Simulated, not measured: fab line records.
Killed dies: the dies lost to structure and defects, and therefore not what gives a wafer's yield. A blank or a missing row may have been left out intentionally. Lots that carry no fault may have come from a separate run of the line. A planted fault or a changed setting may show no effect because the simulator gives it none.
A struck lot beside a sound one -- flow ritCmos -- 14 out of 202 route steps
Sound: wafers L750.1, L750.4, L750.6. Wafers L744.2, L744.3, L744.6 were the ones struck. The cause is given at the end.
For every step that has rows: the tool of each side, followed by ch and its chambers, followed by its first start. Under that, the readings that differ: sound wafers -- struck wafers -- difference of the means -- sigmas: that difference in standard deviations of wafers without a fault.
alike: same words and numbers on both sides, and readings whose means sit less than 2 such deviations apart. not compared: any withheld reading, any reading some wafer has no value for, any bound like >300 that may hide the same value, and any number with overlapping values for which the record gives no deviation.
The two part at a step that has a row with sigmas, a row that says differs or no value, or rows on one side only. Non-overlapping numbers with no deviation appear without sigmas and do not part them. A reading that every wafer of one side lacks parts them only if that side has two wafers or more.

first, 3 steps without rows for these wafers: RIT_NWELL_EXPOSE_03 (exposes mask M2, target cd 43900 nm); RIT_NWELL_PEB_04; RIT_NWELL_DEVELOP_05 (develop time 68 s).
RIT_NWELL_OVL_MEAS_06:
  struck on overlay-01, day 4 09:28; sound on overlay-02, day 5 19:34
  alike: NWELL_OVL
then, 2 steps without rows for these wafers: RIT_NWELL_HARDBAKE_07 (time 120 s); RIT_NWELL_IMPLANT_08.
RIT_NWELL_STRIP_09: strips in O2, time 180 s.
  sound on plasmaAsher-04 ch 0,1, day 5 20:01; struck on plasmaAsher-04 ch 0,1, day 4 09:54
  alike: chamberPressureMTorr, drypumpMotorCurrentA, o2FlowSccm
  not compared: rfHoursCounterH
RIT_NWELL_TW_MEAS_10:
  struck on filmMetro-01, day 4 10:05; sound on filmMetro-01, day 5 20:11
  alike: NWELL_TW
then, 4 steps without rows for these wafers: RIT_PWELL_HMDS_00 (prime time 60 s); RIT_PWELL_COAT_01 (resist thk 1300 nm); RIT_PWELL_SOFTBAKE_02 (time 60 s); RIT_PWELL_EXPOSE_03 (exposes mask M3, target cd 43700 nm).
RIT_PWELL_PEB_04:
  sound on lithoTrack-03 ch 0, day 5 20:56; struck on lithoTrack-03, day 4 10:46
reading,sound,struck,difference,sigmas
exhaustPa (Pa),44.6 44.9 42.3,- - -,no value on the struck wafers,
  not compared: chillPlateTempC
then, 1 step without rows for these wafers: RIT_PWELL_DEVELOP_05 (develop time 65.95 s).

WHERE THEY PART
Only at RIT_PWELL_PEB_04, within this record.

WHY: what had been put in by the simulator
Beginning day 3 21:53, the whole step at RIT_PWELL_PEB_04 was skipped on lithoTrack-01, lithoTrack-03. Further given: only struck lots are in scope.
